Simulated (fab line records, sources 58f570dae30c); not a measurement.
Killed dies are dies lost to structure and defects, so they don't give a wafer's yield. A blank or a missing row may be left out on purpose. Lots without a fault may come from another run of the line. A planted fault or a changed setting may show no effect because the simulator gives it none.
Which tool did it? | flow berkeley_cmos170 | 16 lots, 48 wafers sampled, at 5 steps of a route of 331

WHAT THE GAUGES READ, wafer by wafer
UCB170_ACTIVE_THK_MEAS_06.
lot  | measured    | on            | ACTIVE_NITRIDE_THK (nm)
L127 | day 5 13:47 | film_metro-01 | 221.5 220.2 223.0
L129 | day 6 01:16 | film_metro-04 | 216.3 218.0 217.9
L128 | day 6 01:15 | film_metro-01 | 219.2 218.4 219.5
L131 | day 6 16:16 | film_metro-01 | 219.4 218.4 218.9
L134 | day 7 05:35 | film_metro-04 | 218.9 219.8 219.9
L137 | day 7 05:40 | film_metro-01 | 218.5 216.9 219.1
L133 | day 7 05:38 | film_metro-03 | 215.6 215.7 213.9
L136 | day 7 05:34 | film_metro-03 | 222.1 220.8 222.0
L138 | day 7 16:13 | film_metro-03 | 220.7 221.2 222.9
L139 | day 7 16:14 | film_metro-04 | 219.5 219.4 218.5
L140 | day 8 02:26 | film_metro-01 | 218.6 218.9 218.0
L141 | day 8 02:23 | film_metro-01 | 220.7 218.9 218.2
L143 | day 8 02:23 | film_metro-04 | 214.3 217.2 216.2
L145 | day 8 18:50 | film_metro-03 | 219.4 217.9 218.7
L147 | day 9 06:47 | film_metro-01 | 217.0 216.1 219.5
L148 | day 9 06:47 | film_metro-03 | 219.4 218.8 219.5

UCB170_PFIELD_OVL_MEAS_06.
lot  | measured    | on         | PFIELD_OVL (nm)
L127 | day 5 17:20 | overlay-02 | -4 -2 2
L129 | day 6 03:49 | overlay-01 | 4 3 -8
L128 | day 6 04:11 | overlay-02 | 11 15 14
L131 | day 6 20:53 | overlay-01 | 9 11 13
L134 | day 7 10:18 | overlay-02 | 1 0 2
L137 | day 7 10:29 | overlay-02 | 7 -2 1
L133 | day 7 10:31 | overlay-02 | 13 8 2
L136 | day 7 09:20 | overlay-02 | -3 -6 8
L138 | day 7 20:39 | overlay-02 | 497 493 502 498 493 504
L139 | day 7 19:42 | overlay-02 | 1 7 0
L140 | day 8 09:14 | overlay-02 | 503 499 501 502 500 501
L141 | day 8 09:08 | overlay-01 | 505 499 499 507 498 500
L143 | day 8 08:58 | overlay-01 | 502 499 510 501 499 510
L145 | day 9 01:30 | overlay-01 | 1 3 3
L147 | day 9 12:14 | overlay-01 | -1 6 -1
L148 | day 9 12:01 | overlay-01 | 5 -3 2

UCB170_NVT_OVL_MEAS_06.
lot  | measured     | on         | NVT_OVL (nm)
L127 | day 7 08:34  | overlay-02 | 3 3 2
L129 | day 7 19:39  | overlay-01 | -3 -8 -3
L128 | day 7 19:57  | overlay-01 | 3 -2 -3
L131 | day 8 05:59  | overlay-01 | 5 -3 -6
L134 | day 8 17:35  | overlay-01 | 6 -1 6
L137 | day 8 17:08  | overlay-01 | -4 -8 -10
L133 | day 8 17:24  | overlay-01 | -8 -9 -6
L136 | day 8 16:51  | overlay-01 | -6 2 -3
L139 | day 9 08:18  | overlay-01 | -6 -8 -8
L145 | day 10 09:48 | overlay-01 | 7 7 8
L147 | day 11 02:32 | overlay-01 | 3 1 -2
L148 | day 11 02:56 | overlay-02 | 3 10 7

WHICH TOOL RAN EACH LOT (tool, then ch and the chambers of the sampled wafers, then the start)
lot  | UCB170_PWELL_ETCH_14              | UCB170_PFIELD_EXPOSE_03
L127 | rie_diel-01 ch 0,2,3, day 4 00:26 | krf_scanner-02 ch 0, day 5 16:43
L129 | rie_diel-04 ch 1,3, day 4 15:37   | krf_scanner-02 ch 0, day 6 03:26
L128 | rie_diel-04 ch 0,1,3, day 4 15:53 | krf_scanner-01 ch 0, day 6 03:48
L131 | rie_diel-01 ch 0,2, day 5 05:50   | krf_scanner-01 ch 0, day 6 19:55
L134 | rie_diel-01 ch 0,1,2, day 5 16:11 | krf_scanner-02 ch 0, day 7 09:26
L137 | rie_diel-03 ch 0,1, day 5 16:37   | krf_scanner-01 ch 0, day 7 09:43
L133 | rie_diel-01 ch 1,2, day 5 16:54   | krf_scanner-02 ch 0, day 7 09:57
L136 | rie_diel-03 ch 0,2, day 5 17:15   | krf_scanner-02 ch 0, day 7 08:28
L138 | rie_diel-04 ch 1,2, day 6 06:38   | krf_scanner-01 ch 0, day 7 19:40
L139 | rie_diel-03 ch 0,3, day 6 12:39   | krf_scanner-01 ch 0, day 7 18:55
L140 | rie_diel-03 ch 1,2,3, day 6 19:32 | krf_scanner-01 ch 0, day 8 08:05
L141 | rie_diel-03 ch 0,1,3, day 6 20:05 | krf_scanner-01 ch 0, day 8 07:54
L143 | rie_diel-03 ch 0,1,3, day 6 20:38 | krf_scanner-01 ch 0, day 8 07:46
L145 | rie_diel-01 ch 0,2, day 7 09:29   | krf_scanner-02 ch 0, day 9 00:59
L147 | rie_diel-01 ch 0,2,3, day 7 21:43 | krf_scanner-02 ch 0, day 9 11:45
L148 | rie_diel-03 ch 0,1,2, day 7 21:45 | krf_scanner-02 ch 0, day 9 11:37
- UCB170_PWELL_ETCH_14: etches Si3N4 in CH3F/Ar/O2, stops on SiO2, target depth 242 nm, time 151 s.
- UCB170_PFIELD_EXPOSE_03: exposes mask PFIELD, target cd 1500 nm.

WHAT THE TOOLS THEMSELVES READ (means of the sampled wafers that have a number; where no wafer has one, the mark that the record gives instead)
UCB170_PWELL_ETCH_14.
lot  | tool        | drypump_motor_current_A (A) | oes_product_au (a.u.) | throttle_valve_pct (%)
L127 | rie_diel-01 | 6.0                         | 0.943                 | 8.11
L129 | rie_diel-04 | 4.9                         | 0.963                 | 8.06
L128 | rie_diel-04 | 5.5                         | 0.937                 | 8.01
L131 | rie_diel-01 | 6.3                         | 0.938                 | 8.17
L134 | rie_diel-01 | 6.1                         | 0.940                 | 8.13
L137 | rie_diel-03 | 5.6                         | 0.934                 | 7.96
L133 | rie_diel-01 | 6.2                         | 0.940                 | 8.04
L136 | rie_diel-03 | 5.8                         | 0.932                 | 7.86
L138 | rie_diel-04 | 5.4                         | 0.944                 | 7.96
L139 | rie_diel-03 | 5.6                         | 0.938                 | 8.03
L140 | rie_diel-03 | 5.9                         | 0.945                 | 8.09
L141 | rie_diel-03 | 5.7                         | 0.946                 | 8.06
L143 | rie_diel-03 | 5.7                         | 0.944                 | 8.05
L145 | rie_diel-01 | 6.1                         | 0.934                 | 8.23
L147 | rie_diel-01 | 6.1                         | 0.940                 | 8.11
L148 | rie_diel-03 | 5.9                         | 0.940                 | 7.99

UCB170_PFIELD_EXPOSE_03.
lot  | tool           | reticle_temp_C (C)
L127 | krf_scanner-02 | 22.94
L129 | krf_scanner-02 | 22.92
L128 | krf_scanner-01 | 22.97
L131 | krf_scanner-01 | 22.95
L134 | krf_scanner-02 | 22.88
L137 | krf_scanner-01 | 23.00
L133 | krf_scanner-02 | 22.97
L136 | krf_scanner-02 | 22.97
L138 | krf_scanner-01 | 22.94
L139 | krf_scanner-01 | 22.84
L140 | krf_scanner-01 | 22.85
L141 | krf_scanner-01 | 22.97
L143 | krf_scanner-01 | 23.06
L145 | krf_scanner-02 | 22.94
L147 | krf_scanner-02 | 23.05
L148 | krf_scanner-02 | 22.93

THE ANSWER, worked out from the rows above alone
Rule: what is usual is taken from the lots themselves. Put in order of their means at a reading, lots are off if they are a third of the lots or fewer, leave a main group of 4 or more, and stand apart from it by a gap of 3 or more times the standard deviation of the main group's means; of several such gaps the widest counts. A main group whose means are all the same, to the digits that the tables above print for the reading, isn't used. A lot without any number at a reading at which 4 lots or more have one is off too. The other lots that the step has rows for count as sound. The gauges are gone through in route order, then the tools' own readings, and for those a lot's mean is taken as printed above. The first step at which some lot is off is used, and at that step the reading that is off furthest; a lot without a number counts as furthest.
Off: L138, L140, L141, L143, at UCB170_PFIELD_OVL_MEAS_06 (PFIELD_OVL). The main group: mean 3 nm, standard deviation 4.5.
A tool fits if, at a process step before that reading, it ran every lot that is off, and no sound lot after the first of them. The gauges at UCB170_PFIELD_OVL_MEAS_06 are tried like those tools. One fits: krf_scanner-01 at UCB170_PFIELD_EXPOSE_03. Its last sound lot is L139 (day 7 18:55), its first lot that is off L138 (day 7 19:40): a fault that began between those two fits.

WHAT THE SIMULATOR HAD PUT IN
Scanner matching overlay: krf_scanner-01, from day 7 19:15 on, at UCB170_PFIELD_EXPOSE_03. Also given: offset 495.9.
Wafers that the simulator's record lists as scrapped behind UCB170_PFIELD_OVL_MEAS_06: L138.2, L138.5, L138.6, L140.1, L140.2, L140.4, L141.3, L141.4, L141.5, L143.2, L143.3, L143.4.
Lots struck among those shown: L138, L143, L141, L140. The rule above found the same.
